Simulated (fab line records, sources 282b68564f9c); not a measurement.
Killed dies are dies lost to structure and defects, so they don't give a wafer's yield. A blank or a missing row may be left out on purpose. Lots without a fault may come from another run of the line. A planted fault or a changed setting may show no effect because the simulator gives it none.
One fault seen from 2 desks | flow rit_cmos | each desk has only its own numbers; what lay behind them comes last

THE METROLOGY DESK
What the gauges read, lot by lot, whatever tool the lot ran on: means of the sampled wafers that have a number. A lot is out of limits, marked OUT, if its mean lies more than 4 standard deviations from the usual mean; the brackets give that distance.
Columns: A = NSD_OVL at RIT_NSD_OVL_MEAS_06, usual 0.2 nm; B = NSD_TW at RIT_NSD_TW_MEAS_10, usual 3135; C = PSD_OVL at RIT_PSD_OVL_MEAS_06, usual 0.3 nm
lot  | first seen here | A    | B    | C
L492 | day 3 18:28     | -0.2 | 3136 | 0.2
L496 | day 4 13:56     | -1.8 | 3148 | 2.2
L497 | day 4 15:56     | 0.5  | 3139 | 0.7
L498 | day 4 22:31     | 0.5  | 3147 | 1.0
L499 | day 5 06:13     | -0.1 | 3127 | 1.1
L502 | day 5 16:31     | -2.2 | 3108 | 0.6
L510 | day 7 10:07     | 1.9  | 3126 | -1.1
This desk's finding: nothing out of limits on any of the 7 lots.

THE TOOL OWNER'S DESK: litho_track-02
The tool's own readings at RIT_PSD_SOFTBAKE_02 (time 60 s): means of the sampled wafers that have a number, for each lot that ran on this tool. A lot is out of limits, marked OUT, if its mean lies more than 4 standard deviations from the usual mean; the brackets give that distance.
Columns: A = exhaust_pa at RIT_PSD_SOFTBAKE_02, usual 45.1 Pa; B = heater_power_total_W at RIT_PSD_SOFTBAKE_02, usual 34.57 W; C = plate_temp_C at RIT_PSD_SOFTBAKE_02, usual 89.99 C
lot  | first seen here | A    | B               | C
L496 | day 4 15:04     | 44.1 | 34.57           | 90.07
L497 | day 4 16:48     | 44.6 | 38.74 (+87) OUT | 97.69 (+59) OUT
L498 | day 4 23:25     | 44.6 | 38.74 (+87) OUT | 97.80 (+60) OUT
L499 | day 5 07:05     | 44.9 | 38.82 (+89) OUT | 97.83 (+60) OUT
This desk's finding: out of limits on L497, L498, L499; first on L497, day 4 16:48 (heater_power_total_W at RIT_PSD_SOFTBAKE_02). In limits: L496.

PUT TOGETHER
The tool owner's desk could have raised an alarm at day 4 16:48, on L497, L498, L499.
The metrology desk saw nothing out of limits.
The metrology desk has L497, L498, L499 on record, within its limits.
Of the lots named, all ran RIT_PSD_SOFTBAKE_02 on litho_track-02.

WHAT THE SIMULATOR HAD PUT IN
Process parameter drift: litho_track-02, from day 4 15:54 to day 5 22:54, at RIT_PSD_SOFTBAKE_02. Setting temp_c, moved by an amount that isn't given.
Lots struck among those shown: L497, L498, L499.
Hours from the fault's start to each desk's first reading out of limits: the tool owner's desk, 1.
